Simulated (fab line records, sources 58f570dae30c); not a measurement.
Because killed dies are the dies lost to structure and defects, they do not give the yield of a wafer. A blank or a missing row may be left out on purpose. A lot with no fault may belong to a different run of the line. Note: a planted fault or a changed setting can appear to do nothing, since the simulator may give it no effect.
A lot that was struck, set against a sound lot	flow berkeley_cmos170	14 out of 331 route steps
Sound: wafers L101.2, L101.3, L101.4. Wafers L117.4, L117.5, L117.6 were the ones struck. Last of all comes the cause.
Each step with rows lists, per side, the tool, then ch with its chambers, then its first start. Under that, the readings that differ: sound wafers	struck wafers	difference of the means	sigmas: that difference in standard deviations of wafers without a fault.
alike: readings with means less than 2 such deviations apart, plus words and numbers identical on both sides. not compared: withheld readings, readings lacking a value on some wafer, bounds such as >300 that could conceal the same value, and numbers that have no deviation in the record and whose values overlap.
A row with sigmas, a row that says differs or no value, or rows on one side alone: a step with any of these is where the two part. Numbers that have no deviation but don't overlap get no sigmas and don't part them. A reading that every wafer of one side lacks parts them only if that side has two wafers or more.

UCB170_CONTACT_ETCH_17: etches BARC in N2/H2.
  sound on rie_diel-02 ch 0,1,2, day 7 02:03; struck on rie_diel-04 ch 1,2,3, day 10 17:40
  alike: drypump_motor_current_A, oes_product_au, throttle_valve_pct
UCB170_CONTACT_ETCH_18: etches PSG in CHF3/CF4/Ar, stops on TiSi2, target depth 840 nm, time 195 s.
  sound on rie_diel-02 ch 0,1,2; struck on rie_diel-04 ch 1,2,3
  alike: drypump_motor_current_A, oes_product_au, throttle_valve_pct
  not compared: rf_hours_counter_h
UCB170_CONTACT_STRIP_19: strips in O2.
  sound on plasma_asher-02 ch 0,1, day 7 02:13; struck on plasma_asher-04 ch 0,1, day 10 17:50
  alike: drypump_motor_current_A, oes_product_au
  not compared: rf_hours_counter_h
UCB170_CONTACT_CD_MEAS_90: target cd 700 nm.
  struck on cd_sem-02, day 10 17:58; sound on cd_sem-01, day 7 02:20
  alike: cd_nm
then, 1 step without rows for these wafers: UCB170_CONTACT_CLEAN_20 (cleans in SPM, time 600 s).
UCB170_M1_SPUTTER_00: material Al, target thk 600 nm, time 80 s.
  struck on pvd_sputter-04, day 10 18:12; sound on pvd_sputter-04, day 7 02:37
  alike: cathode_dc_power_W, throttle_valve_pct
UCB170_M1_RS_MEAS_01: the measuring method here is four-point-probe.
  struck on film_metro-03, day 10 18:19; sound on film_metro-01, day 7 02:42
  alike: M1_AL_RS
UCB170_M1_THK_MEAS_02: measures by xrf.
  struck on film_metro-03, day 10 18:25; sound on film_metro-01, day 7 02:49
  alike: M1_AL_THK
then, 4 steps without rows for these wafers: UCB170_M1_COAT_03; UCB170_M1_COAT_04 (resist thk 900 nm); UCB170_M1_SOFTBAKE_05 (time 60 s); UCB170_M1_EXPOSE_06 (exposes mask METAL1, target cd 700 nm).
UCB170_M1_PEB_07:
  sound on litho_track-04 ch 0, day 7 03:55; struck on litho_track-04, day 10 19:20
  no value came back on the struck wafers for any of 5 readings (chill_plate_temp_C (C), exhaust_pa (Pa) and others); on the sound wafers chill_plate_temp_C (C) reads 22.93 22.93 23.00
then, 1 step without rows for these wafers: UCB170_M1_DEVELOP_08 (develop time 45 s).

## WHERE THEY PART
Only at UCB170_M1_PEB_07, within this record.

WHY: whatever the simulator had introduced
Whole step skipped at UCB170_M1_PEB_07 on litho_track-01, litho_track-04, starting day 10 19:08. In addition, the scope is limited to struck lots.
